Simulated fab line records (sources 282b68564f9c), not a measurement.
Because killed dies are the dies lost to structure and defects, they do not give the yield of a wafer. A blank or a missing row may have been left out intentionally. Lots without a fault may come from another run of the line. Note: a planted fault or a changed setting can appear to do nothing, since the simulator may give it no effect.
fab line records + flow ritCmos
record
- lots=14
- wafers=42
- lastDay=7
route steps=202 shown GATE@95 M1@202
lots that met no fault: from a run of the same line without faults
startH: hours from the record's first day to the start of the lot's first wafer shown + waitH: hours elapsed since this lot's preceding step + " repeats the value in the row above + L1.1+2: a single row standing in for several wafers + - no value, or no start was given + * or withheld: withheld + < > ~ a bound
route shown NAME@n: NAME is a module with steps in the file, n the number in the route of the first one + usual: the fault-free wafers' mean and standard deviation + same: alike in all rows + chamber/n: place in a boat + sites: each site's reading + _std_site: the values' standard deviation + _edge_site: mean of outer sites minus mean of inner sites + radiusMm: how far each site lies from the wafer's centre + mask NAME#n: copy n + behind: the last tool/chamber to shape the wafer + hold: cause of the lot's hold/its duration in hours/its outcome + device: the transistor (n, p or np) that didn't switch + end of line: the route-end tests of the same wafers + a step without rows: its recipe alone + killed: the dies lost at the first sort to structure and to defects; this is not the yield of the wafer + map: dies across one wafer; x = killed, . = not, _ = none there
set.NAME: the run value of the setting; set.NAME@STEP: its run value at that earlier step + model.NAME: the simulator's own value behind a step, which no gauge read
a sample of lots followed through the steps of the route, with each step as a table and each wafer as a row
services: the hour from which a tool's chamber was out of use, counted from the record's first day as startH (under 0 if before that day), plus the number of hours and why
## steps
# step RIT_GATE_ETCH_19
# recipe
- chemistry=SF6/CHF3/O2
- timeS=165
- SF6_flow_sccm=30
- CHF3_flow_sccm=30
- O2_flow_sccm=5
- target=poly-Si
- pressureMtorr=40
- rfW=160
- targetDepthA=3125
- overEtchFrac=0.25
- stopOn=SiO2
# usual
- CHF3_flow_sccm=29.99/0.083
- O2_flow_sccm=4.998/0.017
- SF6_flow_sccm=30.01/0.089
- drypumpMotorCurrentA=5.7/0.37
- heBacksideLeakSccm=2.7/0.38
- oesProductAu=0.847/0.0086
- throttleValvePct=10.26/0.12
| lot.wafer | tool     | chamber | startH | waitH | CHF3_flow_sccm | O2_flow_sccm | SF6_flow_sccm | drypumpMotorCurrentA | heBacksideLeakSccm | oesProductAu | rfHoursCounterH | throttleValvePct |
|-----------|----------|---------|--------|-------|----------------|--------------|---------------|----------------------|--------------------|--------------|-----------------|------------------|
| L266.2    | rieSi-02 | 0       | 46.11  | 0.1   | 29.99          | 4.991        | 30.20         | 5.2                  | 2.7                | 0.849        | 17              | 10.49            |
| L266.5    | "        | 3       | "      | "     | 29.98          | 4.990        | 29.96         | 5.5                  | 4.1                | 0.855        | -               | 10.25            |
| L266.6    | "        | 0       | "      | "     | 29.91          | 4.983        | 30.11         | 5.2                  | 2.6                | 0.841        | -               | 10.50            |
| L267.2    | rieSi-01 | 0       | 49.46  | 0.1   | 30.04          | 5.025        | 30.08         | 5.9                  | 2.7                | 0.847        | 46              | 10.31            |
| L267.5    | "        | 0       | "      | "     | 30.00          | 5.015        | 30.04         | 5.9                  | 2.6                | 0.848        | -               | 10.30            |
| L267.6    | "        | 1       | "      | "     | 29.82          | 4.994        | 30.07         | 5.1                  | 2.5                | 0.873        | -               | 10.27            |
| L268.2    | rieSi-02 | 3       | 58.63  | 0.1   | 29.90          | 4.989        | 30.12         | 5.5                  | 2.4                | 0.841        | 2               | 10.25            |
| L268.5    | "        | 0       | "      | "     | 30.00          | 5.002        | 29.99         | 5.2                  | 2.8                | 0.842        | -               | 10.48            |
| L268.6    | "        | 2       | "      | "     | 29.97          | 5.029        | 29.92         | 6.1                  | 2.9                | 0.854        | -               | 10.11            |
| L269.3    | rieSi-01 | 0       | 63.02  | 0.1   | 30.03          | 5.016        | 29.87         | 5.9                  | 2.5                | 0.843        | 46              | 10.31            |
| L269.4    | "        | 1       | "      | "     | 29.93          | 4.987        | 30.15         | 5.1                  | 2.4                | 0.850        | -               | 10.26            |
| L269.5    | "        | 3       | "      | "     | 30.01          | 4.974        | 29.92         | 6.1                  | 2.8                | 0.856        | -               | 10.32            |
| L272.1    | rieSi-02 | 0       | 80.43  | 0.1   | -              | -            | -             | -                    | -                  | -            | -               | -                |
| L272.4    | "        | 2       | "      | "     | -              | -            | -             | -                    | -                  | -            | -               | -                |
| L272.6    | "        | 0       | "      | "     | -              | -            | -             | -                    | -                  | -            | -               | -                |
| L273.1    | rieSi-01 | 3       | 83.11  | 0.1   | -              | -            | -             | -                    | -                  | -            | -               | -                |
| L273.4    | "        | 1       | "      | "     | -              | -            | -             | -                    | -                  | -            | -               | -                |
| L273.6    | "        | 3       | "      | "     | -              | -            | -             | -                    | -                  | -            | -               | -                |
| L280.3    | rieSi-02 | 1       | 115.77 | 0.1   | 30.05          | 5.001        | 29.98         | 5.6                  | 2.4                | 0.849        | 101             | 10.22            |
| L280.4    | "        | 2       | "      | "     | 29.86          | 4.988        | 30.02         | 6.1                  | 3.0                | 0.840        | -               | 10.13            |
| L280.6    | "        | 3       | "      | "     | 29.95          | 5.006        | 30.02         | 5.5                  | 2.4                | 0.858        | -               | 10.24            |
| L282.1    | rieSi-02 | 1       | 125.64 | 0.1   | 29.96          | 4.986        | 29.96         | 5.6                  | 2.3                | 0.847        | 101             | 10.21            |
| L282.5    | "        | 2       | "      | "     | 30.06          | 4.996        | 30.03         | 6.1                  | 2.9                | 0.839        | -               | 10.12            |
| L282.6    | "        | 3       | "      | "     | 30.03          | 5.002        | 30.03         | 5.5                  | 2.3                | 0.840        | -               | 10.25            |
| L283.1    | rieSi-01 | 1       | 127.30 | 0.1   | 29.89          | 5.024        | 30.10         | 5.1                  | 2.5                | 0.871        | 3               | 10.28            |
| L283.2    | "        | 0       | "      | "     | 29.89          | 5.023        | 30.07         | 5.9                  | 2.5                | 0.851        | 47              | 10.31            |
| L283.6    | "        | 0       | "      | "     | 29.87          | 4.977        | 30.00         | 5.9                  | 2.5                | 0.841        | -               | 10.32            |
| L284.1    | rieSi-02 | 0       | 138.20 | 0.1   | 29.90          | 5.021        | 30.04         | 5.2                  | 4.6                | 0.850        | 18              | 10.48            |
| L284.2    | "        | 2       | "      | "     | 30.03          | 4.987        | 29.95         | 6.1                  | 2.9                | 0.844        | 2               | 10.12            |
| L284.5    | "        | 2       | "      | "     | 30.03          | 4.978        | 29.90         | 6.1                  | 2.9                | 0.850        | -               | 10.13            |
| L285.1    | rieSi-01 | 3       | 141.37 | 0.1   | 30.00          | 5.013        | 30.17         | 6.1                  | 3.0                | 0.856        | 2               | 10.32            |
| L285.2    | "        | 2       | "      | "     | 29.98          | 5.009        | 30.12         | 5.8                  | 3.3                | 0.847        | 0               | 10.09            |
| L285.4    | "        | 0       | "      | "     | 30.05          | 4.965        | 29.96         | 5.9                  | 2.6                | 0.844        | 47              | 10.31            |
| L286.3    | rieSi-02 | 2       | 143.80 | 0.1   | 29.99          | 4.987        | 29.85         | 6.1                  | 3.0                | 0.835        | 2               | 10.13            |
| L286.4    | "        | 1       | "      | "     | 29.98          | 4.974        | 30.11         | 5.6                  | 2.4                | 0.843        | 101             | 10.23            |
| L286.5    | "        | 0       | "      | "     | 30.19          | 4.997        | 29.83         | 5.2                  | 2.8                | 0.835        | -               | 10.48            |
| L287.2    | rieSi-01 | 3       | 148.06 | 0.1   | 30.08          | 5.036        | 30.10         | 6.1                  | 2.9                | 0.840        | 2               | 10.34            |
| L287.3    | "        | 2       | "      | "     | 29.97          | 4.992        | 30.12         | 5.9                  | 3.4                | 0.831        | 1               | 10.08            |
| L287.5    | "        | 1       | "      | "     | 29.82          | 4.981        | 29.82         | 5.1                  | 2.5                | 0.854        | -               | 10.27            |
| L288.3    | rieSi-02 | 1       | 156.32 | 0.1   | 29.97          | 5.004        | 30.12         | 5.6                  | 2.5                | 0.846        | 101             | 10.22            |
| L288.5    | "        | 2       | "      | "     | 30.05          | 5.004        | 29.97         | 6.1                  | 3.0                | 0.837        | -               | 10.11            |
| L288.6    | "        | 1       | "      | "     | 30.05          | 5.008        | 30.11         | 5.6                  | 2.5                | 0.852        | -               | 10.22            |
# step RIT_GATE_CD_MEAS_90
# recipe
- targetCdNm=150
# usual
- cdNm=150.4/2.5
| lot.wafer | tool     | chamber | startH | waitH | cdNm  |
|-----------|----------|---------|--------|-------|-------|
| L266.2    | cdSem-02 | -       | 46.41  | 0.1   | 149.1 |
| L266.5    | "        | -       | "      | "     | 148.0 |
| L266.6    | "        | -       | "      | "     | 150.0 |
| L267.2    | cdSem-01 | -       | 49.77  | 0.1   | 153.5 |
| L267.5    | "        | -       | "      | "     | 154.3 |
| L267.6    | "        | -       | "      | "     | 152.2 |
| L268.2    | cdSem-02 | -       | 58.93  | 0.1   | 151.9 |
| L268.5    | "        | -       | "      | "     | 154.3 |
| L268.6    | "        | -       | "      | "     | 153.5 |
| L269.3    | cdSem-01 | -       | 63.35  | 0.1   | 148.5 |
| L269.4    | "        | -       | "      | "     | 147.3 |
| L269.5    | "        | -       | "      | "     | 147.3 |
| L272.1    | cdSem-01 | -       | 80.72  | 0.1   | -     |
| L272.4    | "        | -       | "      | "     | -     |
| L272.6    | "        | -       | "      | "     | -     |
| L273.1    | cdSem-02 | -       | 83.39  | 0.1   | -     |
| L273.4    | "        | -       | "      | "     | -     |
| L273.6    | "        | -       | "      | "     | -     |
| L280.3    | cdSem-02 | -       | 116.10 | 0.1   | 149.1 |
| L280.4    | "        | -       | "      | "     | 149.6 |
| L280.6    | "        | -       | "      | "     | 150.5 |
| L282.1    | cdSem-01 | -       | 125.93 | 0.1   | 147.9 |
| L282.5    | "        | -       | "      | "     | 147.8 |
| L282.6    | "        | -       | "      | "     | 148.2 |
| L283.1    | cdSem-02 | -       | 127.58 | 0.1   | 153.6 |
| L283.2    | "        | -       | "      | "     | 152.2 |
| L283.6    | "        | -       | "      | "     | 152.4 |
| L284.1    | cdSem-02 | -       | 138.48 | 0.1   | 152.0 |
| L284.2    | "        | -       | "      | "     | 150.8 |
| L284.5    | "        | -       | "      | "     | 152.4 |
| L285.1    | cdSem-01 | -       | 141.65 | 0.1   | 144.3 |
| L285.2    | "        | -       | "      | "     | 145.0 |
| L285.4    | "        | -       | "      | "     | 144.3 |
| L286.3    | cdSem-01 | -       | 144.12 | 0.1   | 154.1 |
| L286.4    | "        | -       | "      | "     | 150.9 |
| L286.5    | "        | -       | "      | "     | 151.6 |
| L287.2    | cdSem-02 | -       | 148.37 | 0.1   | 149.2 |
| L287.3    | "        | -       | "      | "     | 148.3 |
| L287.5    | "        | -       | "      | "     | 149.4 |
| L288.3    | cdSem-01 | -       | 156.64 | 0.1   | 150.8 |
| L288.5    | "        | -       | "      | "     | 152.0 |
| L288.6    | "        | -       | "      | "     | 150.8 |
# step RIT_M1_PROBE_99
# usual
- killedAtContacts=0.1/0.25
- killedAtFrontEnd=6/3.1
- killedDies=6/3.1
- killedOnRim=1.6/1.4
- killedOpen=2.9/2
- killedShort=3.3/2
# same
- grossDies=264
- killed_at_M0_to_M3=0
- killed_at_M4_up=0
- killedAtBackSide=0
- killedAtOther=0
| lot.wafer | tool      | chamber | startH | waitH | killedAtContacts | killedAtFrontEnd | killedDies | killedOnRim | killedOpen | killedShort |
|-----------|-----------|---------|--------|-------|------------------|------------------|------------|-------------|------------|-------------|
| L266.2    | prober-01 | -       | 65.92  | 0.1   | 0                | 4                | 4          | 1           | 0          | 4           |
| L266.5    | prober-01 | -       | 66.07  | 0.2   | 0                | 6                | 6          | 4           | 4          | 2           |
| L266.6    | prober-01 | -       | 66.12  | 0.2   | 0                | 2                | 2          | 0           | 2          | 0           |
| L267.2    | prober-02 | -       | 73.27  | 0.1   | 0                | 13               | 13         | 2           | 3          | 10          |
| L267.5    | prober-02 | -       | 73.42  | 0.2   | 0                | 8                | 8          | 3           | 3          | 5           |
| L267.6    | prober-02 | -       | 73.47  | 0.2   | 0                | 7                | 7          | 1           | 5          | 2           |
| L268.2    | prober-01 | -       | 79.30  | 0.1   | 0                | 5                | 5          | 2           | 2          | 3           |
| L268.5    | prober-01 | -       | 79.45  | 0.2   | 0                | 8                | 8          | 0           | 4          | 4           |
| L268.6    | prober-01 | -       | 79.50  | 0.2   | 0                | 6                | 6          | 1           | 2          | 4           |
| L269.3    | prober-02 | -       | 82.75  | 0.2   | 0                | 7                | 7          | 2           | 5          | 2           |
| L269.4    | prober-02 | -       | 82.80  | 0.2   | 0                | 7                | 7          | 0           | 1          | 6           |
| L269.5    | prober-02 | -       | 82.85  | 0.2   | 0                | 4                | 4          | 0           | 1          | 3           |
| L272.1    | prober-01 | -       | 100.58 | 0.1   | 0                | 264              | 264        | 70          | 6          | 2           |
| L272.4    | prober-01 | -       | 100.73 | 0.2   | 1                | 263              | 264        | 70          | 6          | 4           |
| L272.6    | prober-01 | -       | 100.83 | 0.2   | 0                | 264              | 264        | 70          | 4          | 7           |
| L273.1    | prober-02 | -       | 103.96 | 0.1   | 0                | 264              | 264        | 70          | 2          | 4           |
| L273.4    | prober-02 | -       | 104.11 | 0.2   | 0                | 264              | 264        | 70          | 2          | 2           |
| L273.6    | prober-02 | -       | 104.21 | 0.2   | 0                | 264              | 264        | 70          | 5          | 4           |
| L280.3    | prober-01 | -       | 138.30 | 0.2   | 0                | 3                | 3          | 0           | 3          | 0           |
| L280.4    | prober-01 | -       | 138.35 | 0.2   | 0                | 11               | 11         | 2           | 6          | 5           |
| L280.6    | prober-01 | -       | 138.45 | 0.2   | 1                | 2                | 3          | 0           | 1          | 2           |
| L282.1    | prober-01 | -       | 146.33 | 0.1   | 1                | 11               | 12         | 1           | 5          | 7           |
| L282.5    | prober-01 | -       | 146.53 | 0.2   | 1                | 2                | 3          | 2           | 1          | 2           |
| L282.6    | prober-01 | -       | 146.58 | 0.2   | 0                | 4                | 4          | 0           | 3          | 1           |
| L283.1    | prober-02 | -       | 148.38 | 0.1   | 0                | 5                | 5          | 1           | 3          | 2           |
| L283.2    | prober-02 | -       | 148.43 | 0.1   | 0                | 4                | 4          | 0           | 3          | 1           |
| L283.6    | prober-02 | -       | 148.63 | 0.2   | 0                | 9                | 9          | 3           | 3          | 6           |
| L284.1    | prober-01 | -       | 158.35 | 0.1   | 0                | 5                | 5          | 0           | 0          | 5           |
| L284.2    | prober-01 | -       | 158.40 | 0.1   | 0                | 7                | 7          | 3           | 4          | 3           |
| L284.5    | prober-01 | -       | 158.55 | 0.2   | 0                | 8                | 8          | 1           | 3          | 5           |
| L285.1    | prober-02 | -       | 161.77 | 0.1   | 0                | 7                | 7          | 1           | 1          | 6           |
| L285.2    | prober-02 | -       | 161.82 | 0.1   | 0                | 4                | 4          | 2           | 2          | 2           |
| L285.4    | prober-02 | -       | 161.92 | 0.2   | 0                | 6                | 6          | 2           | 3          | 3           |
| L286.3    | prober-01 | -       | 163.94 | 0.2   | 0                | 11               | 11         | 3           | 6          | 5           |
| L286.4    | prober-01 | -       | 163.99 | 0.2   | 0                | 8                | 8          | 2           | 2          | 6           |
| L286.5    | prober-01 | -       | 164.04 | 0.2   | 0                | 9                | 9          | 3           | 5          | 4           |
| L287.2    | prober-02 | -       | 169.27 | 0.1   | 0                | 4                | 4          | 2           | 2          | 2           |
| L287.3    | prober-02 | -       | 169.32 | 0.2   | 0                | 7                | 7          | 2           | 4          | 3           |
| L287.5    | prober-02 | -       | 169.42 | 0.2   | 0                | 3                | 3          | 1           | 3          | 0           |
| L288.3    | prober-01 | -       | 176.23 | 0.2   | 0                | 4                | 4          | 2           | 2          | 2           |
| L288.5    | prober-01 | -       | 176.33 | 0.2   | 0                | 5                | 5          | 2           | 1          | 4           |
| L288.6    | prober-01 | -       | 176.38 | 0.2   | 0                | 5                | 5          | 2           | 1          | 4           |
# killed by level:class
L266.2 GATE:geometricParticle:short=2 FOX2:geometricParticle:short=1 SPACER:geometricParticle:short=1
L266.5 GATE:geometricParticle:open=2 GATE:geometricParticle:short=1 REOX:geometricParticle:short=1 SPACER:geometricParticle:open=1 SILICIDE:geometricParticle:open=1
L266.6 REOX:geometricParticle:open=1 SPACER:geometricParticle:open=1
L267.2 GATE:geometricParticle:short=4 SILICIDE:geometricParticle:short=3 FOX2:geometricParticle:short=2 GATE:geometricParticle:open=2 REOX:geometricParticle:short=1 SPACER:geometricParticle:open=1
L267.5 FOX2:geometricParticle:short=3 FOX2:geometricParticle:open=2 GATE:geometricParticle:short=1 GATE:geometricParticle:open=1 SPACER:geometricParticle:short=1
L267.6 GATE:geometricParticle:open=3 FOX2:geometricParticle:open=2 SPACER:geometricParticle:short=1 SILICIDE:geometricParticle:short=1
L268.2 ACTIVE:geometricParticle:short=1 GATE:geometricParticle:short=1 GATE:geometricParticle:open=1 SPACER:geometricParticle:open=1 SILICIDE:geometricParticle:short=1
L268.5 GATE:geometricParticle:short=3 SPACER:geometricParticle:open=2 SILICIDE:geometricParticle:open=2 SILICIDE:geometricParticle:short=1
L268.6 GATE:geometricParticle:short=2 FOX1:geometricParticle:short=1 GATE:geometricParticle:open=1 SPACER:geometricParticle:short=1 SILICIDE:geometricParticle:open=1
L269.3 GATE:geometricParticle:open=2 FOX2:geometricParticle:short=1 FOX2:geometricParticle:open=1 GATE:geometricParticle:short=1 REOX:geometricParticle:open=1 SPACER:geometricParticle:open=1
L269.4 FOX1:geometricParticle:short=3 FOX1:geometricParticle:open=1 GATE:geometricParticle:short=1 SPACER:geometricParticle:short=1 SILICIDE:geometricParticle:short=1
L269.5 SILICIDE:geometricParticle:short=2 FOX1:geometricParticle:short=1 SILICIDE:geometricParticle:open=1
L272.1 GATE:areaEtch=256 REOX:geometricParticle:open=4 FOX1:geometricParticle:open=1 FOX1:geometricParticle:short=1 SPACER:geometricParticle:short=1 SPACER:geometricParticle:open=1
L272.4 GATE:areaEtch=254 FOX1:geometricParticle:open=2 FOX1:geometricParticle:short=2 GATE:geometricParticle:open=2 FOX2:geometricParticle:short=1 SPACER:geometricParticle:short=1 SILICIDE:geometricParticle:open=1 CONTACT:geometricParticle:open=1
L272.6 GATE:areaEtch=253 GATE:geometricParticle:open=3 GATE:geometricParticle:short=3 REOX:geometricParticle:short=2 FOX1:geometricParticle:short=1 REOX:geometricParticle:open=1 SPACER:geometricParticle:short=1
L273.1 GATE:areaEtch=258 SPACER:geometricParticle:short=3 GATE:geometricParticle:open=1 GATE:geometricParticle:short=1 SPACER:geometricParticle:open=1
L273.4 GATE:areaEtch=260 FOX1:geometricParticle:short=1 FOX2:geometricParticle:open=1 REOX:geometricParticle:short=1 SILICIDE:geometricParticle:open=1
L273.6 GATE:areaEtch=255 FOX2:geometricParticle:open=2 REOX:geometricParticle:open=2 FOX1:geometricParticle:short=1 FOX2:geometricParticle:short=1 REOX:geometricParticle:short=1 SPACER:geometricParticle:open=1 SILICIDE:geometricParticle:short=1
L280.3 FOX1:geometricParticle:open=1 GATE:geometricParticle:open=1 SILICIDE:geometricParticle:open=1
L280.4 GATE:geometricParticle:open=4 FOX1:geometricParticle:short=2 GATE:geometricParticle:short=2 FOX2:geometricParticle:open=1 SILICIDE:geometricParticle:short=1 SILICIDE:geometricParticle:open=1
L280.6 REOX:geometricParticle:open=1 REOX:geometricParticle:short=1 CONTACT:geometricParticle:short=1
L282.1 SPACER:geometricParticle:short=4 SPACER:geometricParticle:open=4 GATE:geometricParticle:short=2 FOX2:geometricParticle:short=1 CONTACT:geometricParticle:open=1
L282.5 REOX:geometricParticle:short=1 SPACER:geometricParticle:open=1 CONTACT:geometricParticle:short=1
L282.6 FOX1:geometricParticle:open=1 GATE:geometricParticle:open=1 SPACER:geometricParticle:open=1 SILICIDE:geometricParticle:short=1
L283.1 GATE:geometricParticle:open=2 FOX2:geometricParticle:short=1 SILICIDE:geometricParticle:open=1 SILICIDE:geometricParticle:short=1
L283.2 FOX1:geometricParticle:short=1 GATE:geometricParticle:open=1 REOX:geometricParticle:open=1 SPACER:geometricParticle:open=1
L283.6 FOX1:geometricParticle:open=2 GATE:geometricParticle:short=2 SPACER:geometricParticle:short=2 FOX2:geometricParticle:short=1 GATE:geometricParticle:open=1 REOX:geometricParticle:short=1
L284.1 GATE:geometricParticle:short=2 REOX:geometricParticle:short=2 FOX2:geometricParticle:short=1
L284.2 FOX1:geometricParticle:open=1 GATE:geometricParticle:short=1 GATE:geometricParticle:open=1 REOX:geometricParticle:open=1 SPACER:geometricParticle:short=1 SILICIDE:geometricParticle:short=1 SILICIDE:geometricParticle:open=1
L284.5 FOX1:geometricParticle:short=2 FOX2:geometricParticle:short=1 GATE:geometricParticle:open=1 GATE:geometricParticle:short=1 REOX:geometricParticle:short=1 SPACER:geometricParticle:open=1 SILICIDE:geometricParticle:open=1
L285.1 SPACER:geometricParticle:short=3 GATE:geometricParticle:short=2 GATE:geometricParticle:open=1 REOX:geometricParticle:short=1
L285.2 GATE:geometricParticle:open=1 GATE:geometricParticle:short=1 REOX:geometricParticle:open=1 SPACER:geometricParticle:short=1
L285.4 SPACER:geometricParticle:open=3 FOX1:geometricParticle:short=1 SPACER:geometricParticle:short=1 SILICIDE:geometricParticle:short=1
L286.3 FOX2:geometricParticle:short=2 FOX2:geometricParticle:open=2 GATE:geometricParticle:open=2 SILICIDE:geometricParticle:short=2 FOX1:geometricParticle:open=1 GATE:geometricParticle:short=1 REOX:geometricParticle:open=1
L286.4 FOX1:geometricParticle:short=3 GATE:geometricParticle:short=1 REOX:geometricParticle:open=1 REOX:geometricParticle:short=1 SILICIDE:geometricParticle:short=1 SILICIDE:geometricParticle:open=1
L286.5 REOX:geometricParticle:open=3 GATE:geometricParticle:short=2 REOX:geometricParticle:short=2 FOX1:geometricParticle:open=1 GATE:geometricParticle:open=1
L287.2 GATE:geometricParticle:short=2 GATE:geometricParticle:open=1 SPACER:geometricParticle:open=1
L287.3 GATE:geometricParticle:open=2 SPACER:geometricParticle:open=2 SPACER:geometricParticle:short=2 FOX1:geometricParticle:short=1
L287.5 GATE:geometricParticle:open=2 FOX1:geometricParticle:open=1
L288.3 SPACER:geometricParticle:short=2 FOX1:geometricParticle:open=1 SPACER:geometricParticle:open=1
L288.5 GATE:geometricParticle:short=2 FOX1:geometricParticle:short=1 SILICIDE:geometricParticle:short=1 SILICIDE:geometricParticle:open=1
L288.6 GATE:geometricParticle:short=2 FOX1:geometricParticle:short=1 REOX:geometricParticle:open=1 SPACER:geometricParticle:short=1
## services
| tool     | chamber | startH | hours | kind          |
|----------|---------|--------|-------|---------------|
| rieSi-01 | -       | 36.08  | 0.2   | repair        |
| rieSi-01 | 2       | 43.65  | 7.9   | repair        |
| rieSi-01 | 2       | 56.10  | -     | clean         |
| rieSi-01 | 2       | 56.10  | 19.0  | scheduledDown |
| rieSi-01 | 2       | 56.10  | 19.0  | ventCycle     |
| rieSi-02 | 0       | 111.18 | 7.0   | repair        |
| rieSi-01 | 3       | 151.07 | 4.9   | repair        |
## key
firstSign
- step=RIT_GATE_ETCH_19
- reading=toolRecord
- direction=missing
effect
- step=RIT_GATE_CD_MEAS_90
- reading=cdNm
- direction=missing
effect
- step=RIT_M1_PROBE_99
- reading=killedDies
- direction=up
- sigmas=84
- usual=6
- struck=264
moreKillsBornAt
- RIT_GATE_ETCH_19@rieSi-01=773
- RIT_GATE_ETCH_19@rieSi-02=763
metAt RIT_GATE_ETCH_19
struckLots L272,L273
laterRowsLeftOut L272.1,L272.4,L272.6,L273.1,L273.4,L273.6
testerLeftOut L272,L273
onsetBetween 63.02 80.43
fault
- kind=skippedStepWhole
- tool=rieSi-01,rieSi-02
- chamber=-
- onsetH=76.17
- steps=RIT_GATE_ETCH_19
- scope=struckLotsOnly
# testerLeftOut: of these lots the tester's yield and bins aren't shown, on N5 and GAA mostly nor the transistor test; their killed dies are dies lost to structure and defects alone, not to doping, threshold or leakage, so they don't give the yield
# laterRowsLeftOut: the simulator's readings of these wafers behind a module that went badly wrong aren't trusted and aren't shown, but for the sort
